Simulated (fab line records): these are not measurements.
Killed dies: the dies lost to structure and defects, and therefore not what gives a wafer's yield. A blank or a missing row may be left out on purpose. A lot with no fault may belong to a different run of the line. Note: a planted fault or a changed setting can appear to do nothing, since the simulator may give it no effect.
fab line records ; flow berkeley-cmos170 ; part 2 of 2: steps 30 to 40 of 40
record lots=5; wafers=15; last-day=11
route steps=331 shown M1@250 V1@254 M2@271
lots that met no fault: taken from a fault-free run of the same line
start-h: start of the lot's first displayed wafer, in hours after the record's first day ; wait-h: how many hours have passed since the lot's step before this one ; " same as the row above ; L1.1+2: several wafers, shown together as one row ; - value missing, or start not given ; * or withheld: withheld ; < > ~ a bound
route shown NAME@n: NAME is a module with steps in the file, n the number in the route of the first one ; usual: mean and standard deviation over wafers with no fault ; same: alike in all rows ; chamber/n: place in a boat ; sites: readings site by site ; _std_site: how widely they spread, as a standard deviation ; _edge_site: the outer-site mean with the inner-site mean subtracted ; radius-mm: how far each site lies from the wafer's centre ; mask NAME#n: copy n ; behind: the last tool/chamber to shape the wafer ; hold: what put the lot on hold/how long, in hours/how the hold closed ; device: the n, p or np transistor that did not switch ; end of line: the tests these same wafers got at the end of their route ; a step without rows: its recipe alone ; killed: count of dies lost to structure and defects at first sort (not the wafer's yield) ; map: shows each die of a wafer: x if killed, . if not, _ if none is there
set.NAME: setting as actually run; set.NAME@STEP: the setting as run at that earlier step ; model.NAME: the simulator's own value behind a step, which no gauge read
certain route steps with their lots: each step a table, each wafer a row
services: a tool's chamber out of use, with start hour (start-h, from the record's first day; less than 0 if before it), hours out, and reason
## steps
# step UCB170_M2_STRIP_08
# recipe chemistry=DMSO; temp-c=80; time-s=600; material=KrF
# usual temp-c=80.02/0.1
lot.wafer;tool;chamber;start-h;wait-h;temp-c
L076.4;wet-bench-03;2;171.42;0.3;80.06
L076.5;wet-bench-03;2;171.42;0.3;80.06
L076.6;wet-bench-03;2;171.42;0.3;80.12
L078.2;wet-bench-01;2;179.59;0.1;80.05
L078.3;wet-bench-01;2;179.59;0.1;79.84
L078.5;wet-bench-01;2;179.59;0.1;79.86
L081.1;wet-bench-01;2;191.80;0.3;80.06
L081.4;wet-bench-01;2;191.80;0.3;80.00
L081.5;wet-bench-01;2;191.80;0.3;80.33
L087.1;wet-bench-01;2;228.34;0.1;80.07
L087.4;wet-bench-01;2;228.34;0.1;79.71
L087.5;wet-bench-01;2;228.34;0.1;79.85
L091.2;wet-bench-03;2;247.61;0.1;80.12
L091.3;wet-bench-03;2;247.61;0.1;80.19
L091.6;wet-bench-03;2;247.61;0.1;79.96
# step UCB170_M2_COAT_09
# recipe resist=BARC; temp-c=withheld; time-s=withheld; spin-rpm=3000; resist-thk-nm=withheld
lot.wafer;tool;chamber;start-h;wait-h
L076.4+5+6;litho-track-01;0;171.81;0.2
L078.2+3+5;litho-track-04;0;179.97;0.0
L081.1+4+5;litho-track-04;0;192.00;0.0
L087.1+4+5;litho-track-04;0;228.71;0.2
L091.2+3+6;litho-track-04;0;248.26;0.5
# step UCB170_M2_COAT_10
# recipe resist=KrF; spin-rpm=1500; resist-thk-nm=900
lot.wafer;tool;chamber;start-h;wait-h
L076.4+5+6;litho-track-01;0;-;-
L078.2+3+5;litho-track-04;0;-;-
L081.1+4+5;litho-track-04;0;-;-
L087.1+4+5;litho-track-04;0;-;-
L091.2+3+6;litho-track-04;0;-;-
# step UCB170_M2_SOFTBAKE_11
# recipe resist=KrF; temp-c=130; time-s=60
lot.wafer;tool;chamber;start-h;wait-h
L076.4+5+6;litho-track-01;0;-;-
L078.2+3+5;litho-track-04;0;-;-
L081.1+4+5;litho-track-04;0;-;-
L087.1+4+5;litho-track-04;0;-;-
L091.2+3+6;litho-track-04;0;-;-
# step UCB170_M2_EXPOSE_12
# recipe mask-id=METAL2; target-cd-nm=700; na=0.5; sigma-outer=0.6; source-shape=conventional; dose-mj=26
# usual exposure-dose-mJ-cm2=25.975/0.026
# same sigma-outer=0.6
lot.wafer;tool;chamber;start-h;wait-h;mask;exposure-dose-mJ-cm2
L076.4;krf-scanner-02;0;172.37;-;METAL2#0;26.034
L076.5;krf-scanner-02;0;172.37;-;METAL2#0;26.015
L076.6;krf-scanner-02;0;172.37;-;METAL2#0;25.996
L078.2;krf-scanner-01;0;180.54;-;METAL2#0;25.938
L078.3;krf-scanner-01;0;180.54;-;METAL2#0;25.969
L078.5;krf-scanner-01;0;180.54;-;METAL2#0;25.979
L081.1;krf-scanner-01;0;192.45;-;METAL2#0;26.004
L081.4;krf-scanner-01;0;192.45;-;METAL2#0;25.985
L081.5;krf-scanner-01;0;192.45;-;METAL2#0;25.991
L087.1;krf-scanner-02;0;229.36;-;METAL2#0;25.993
L087.4;krf-scanner-02;0;229.36;-;METAL2#0;26.007
L087.5;krf-scanner-02;0;229.36;-;METAL2#0;25.999
L091.2;krf-scanner-02;0;248.83;-;METAL2#0;25.952
L091.3;krf-scanner-02;0;248.83;-;METAL2#0;25.950
L091.6;krf-scanner-02;0;248.83;-;METAL2#0;25.996
# step UCB170_M2_PEB_13
# recipe peb-temp-c=130; peb-time-s=withheld; resist=KrF
lot.wafer;tool;chamber;start-h;wait-h
L076.4+5+6;litho-track-01;0;172.50;0.1
L078.2+3+5;litho-track-04;0;180.66;0.1
L081.1+4+5;litho-track-04;0;192.56;0.1
L087.1+4+5;litho-track-01;0;230.29;0.9
L091.2+3+6;litho-track-03;0;249.57;0.7
# step UCB170_M2_DEVELOP_14
# recipe developer=TMAH; develop-time-s=45; resist=KrF; dev-temp-c=21
lot.wafer;tool;chamber;start-h;wait-h
L076.4+5+6;litho-track-01;0;-;-
L078.2+3+5;litho-track-04;0;-;-
L081.1+4+5;litho-track-04;0;-;-
L087.1+4+5;litho-track-01;0;-;-
L091.2+3+6;litho-track-03;0;-;-
# step UCB170_M2_CD_MEAS_15
# recipe target-cd-nm=700
# usual cd-nm=700.2/1.2
lot.wafer;tool;chamber;start-h;wait-h;cd-nm
L076.4;cd-sem-01;-;172.76;-;698.9
L076.5;cd-sem-01;-;172.76;-;700.1
L076.6;cd-sem-01;-;172.76;-;699.2
L078.2;cd-sem-01;-;180.93;-;701.3
L078.3;cd-sem-01;-;180.93;-;700.7
L078.5;cd-sem-01;-;180.93;-;700.1
L081.1;cd-sem-01;-;192.84;-;698.8
L081.4;cd-sem-01;-;192.84;-;698.8
L081.5;cd-sem-01;-;192.84;-;698.8
L087.1;cd-sem-02;-;230.57;-;700.0
L087.4;cd-sem-02;-;230.57;-;699.3
L087.5;cd-sem-02;-;230.57;-;699.7
L091.2;cd-sem-02;-;249.86;-;701.3
L091.3;cd-sem-02;-;249.86;-;701.8
L091.6;cd-sem-02;-;249.86;-;701.3
# step UCB170_M2_OVL_MEAS_16
# usual M2_OVL=-1/5.6
lot.wafer;tool;chamber;start-h;wait-h;M2_OVL[nm]
L076.4;overlay-01;-;172.84;0.1;4
L076.5;overlay-01;-;172.84;0.1;2
L076.6;overlay-01;-;172.84;0.1;4
L078.2;overlay-01;-;181.03;0.1;3
L078.3;overlay-01;-;181.03;0.1;6
L078.5;overlay-01;-;181.03;0.1;3
L081.1;overlay-02;-;192.96;0.1;-1
L081.4;overlay-02;-;192.96;0.1;-1
L081.5;overlay-02;-;192.96;0.1;1
L087.1;overlay-02;-;230.69;0.1;1
L087.4;overlay-02;-;230.69;0.1;3
L087.5;overlay-02;-;230.69;0.1;-5
L091.2;overlay-01;-;249.96;0.1;-16
L091.3;overlay-01;-;249.96;0.1;-2
L091.6;overlay-01;-;249.96;0.1;-17
# step UCB170_M2_ETCH_17
# recipe chemistry=N2/H2; target-depth-a=withheld; overetch-a=withheld; target=BARC; time-s=withheld; source-w=500; bias-w=100; pressure-mtorr=30; n2-flow-sccm=100; h2-flow-sccm=200
# usual drypump-motor-current-A=5.7/0.35; n2-flow-sccm=99.99/0.28; oes-product-au=0.998/0.017; throttle-valve-pct=13.26/0.18
lot.wafer;tool;chamber;start-h;wait-h;drypump-motor-current-A;n2-flow-sccm;oes-product-au;throttle-valve-pct
L076.4;rie-diel-03;3;172.86;0.0;6.0;100.19;0.982;13.04
L076.5;rie-diel-03;1;172.86;0.0;5.4;99.69;1.013;13.24
L076.6;rie-diel-03;2;172.86;0.0;5.5;99.85;1.015;13.07
L078.2;rie-diel-03;3;181.06;0.0;6.0;100.00;0.972;13.06
L078.3;rie-diel-03;0;181.06;0.0;5.6;99.61;1.021;13.54
L078.5;rie-diel-03;3;181.06;0.0;6.0;99.64;0.964;13.06
L081.1;rie-diel-04;0;193.00;0.0;5.5;100.03;0.990;13.27
L081.4;rie-diel-04;2;193.00;0.0;6.1;100.42;0.992;12.97
L081.5;rie-diel-04;0;193.00;0.0;5.5;99.62;1.002;13.26
L087.1;rie-diel-04;3;230.72;0.0;6.4;100.03;1.003;13.25
L087.4;rie-diel-04;2;230.72;0.0;6.1;100.02;1.003;13.02
L087.5;rie-diel-04;0;230.72;0.0;5.5;100.09;0.996;13.26
L091.2;rie-diel-03;1;249.99;0.0;5.4;99.74;1.014;13.22
L091.3;rie-diel-03;2;249.99;0.0;5.6;100.14;1.016;13.06
L091.6;rie-diel-03;0;249.99;0.0;5.6;100.57;1.007;13.54
# step UCB170_M2_METAL_ETCH_18
# recipe chemistry=Cl2/BCl3; target=Al; stop-on=SiO2; pressure-mtorr=12; target-depth-a=11700; over-etch-frac=0.3; time-s=195; icp-w=600; bias-w=120; Cl2_flow_sccm=90; bcl3-flow-sccm=45
# usual drypump-motor-current-A=5.94/0.26; oes-product-au=0.854/0.012; throttle-valve-pct=24.56/0.15
lot.wafer;tool;chamber;start-h;wait-h;drypump-motor-current-A;oes-product-au;rf-hours-counter-h;throttle-valve-pct
L076.4;rie-metal-02;1;172.96;-;6.38;0.865;-;24.74
L076.5;rie-metal-02;1;172.96;-;6.38;0.875;-;24.74
L076.6;rie-metal-02;0;172.96;-;6.07;0.879;-;24.30
L078.2;rie-metal-01;0;181.11;-;5.93;0.865;9;24.61
L078.3;rie-metal-01;0;181.11;-;5.95;0.866;-;24.61
L078.5;rie-metal-01;0;181.11;-;5.96;0.855;-;24.59
L081.1;rie-metal-03;1;193.04;-;5.83;0.835;5;24.61
L081.4;rie-metal-03;0;193.04;-;5.70;0.843;-;24.60
L081.5;rie-metal-03;0;193.04;-;5.72;0.840;-;24.60
L087.1;rie-metal-01;0;230.77;-;5.96;0.858;11;24.63
L087.4;rie-metal-01;0;230.77;-;5.94;0.861;-;24.62
L087.5;rie-metal-01;0;230.77;-;5.95;0.863;-;24.62
L091.2;rie-metal-02;1;250.04;-;6.39;0.860;13;24.74
L091.3;rie-metal-02;1;250.04;-;6.40;0.863;-;24.74
L091.6;rie-metal-02;1;250.04;-;6.40;0.863;-;24.73
## services
tool;chamber;start-h;hours;kind
pvd-sputter-04;-;139.04;3.8;repair
cmp-02;-;145.77;5.7;pm
krf-scanner-02;-;145.82;1.3;pm
rie-metal-04;-;146.66;1.4;pm
krf-scanner-02;-;148.86;0.8;pm
pvd-sputter-03;-;152.73;2.7;repair
krf-scanner-01;-;152.99;0.8;pm
krf-scanner-02;-;153.74;1.0;pm
pvd-sputter-03;-;158.38;3.0;repair
plasma-asher-03;-;159.38;0.9;repair
cmp-01;-;159.67;0.3;repair
rie-metal-04;0;160.79;9.0;repair
krf-scanner-02;-;165.39;4.0;pm
pecvd-01;-;175.29;0.6;repair
rie-metal-01;0;186.01;3.7;repair
pecvd-01;-;191.68;0.5;repair
cmp-02;-;192.00;2.5;repair
rie-metal-04;-;201.76;2.8;pm
cmp-02;-;215.88;5.0;pm
pvd-sputter-01;-;219.76;1.4;repair
krf-scanner-01;-;228.59;1.0;pm
rie-diel-03;2;233.33;3.2;repair
rie-metal-01;0;235.59;7.8;repair
rie-diel-04;2;245.35;12.3;repair
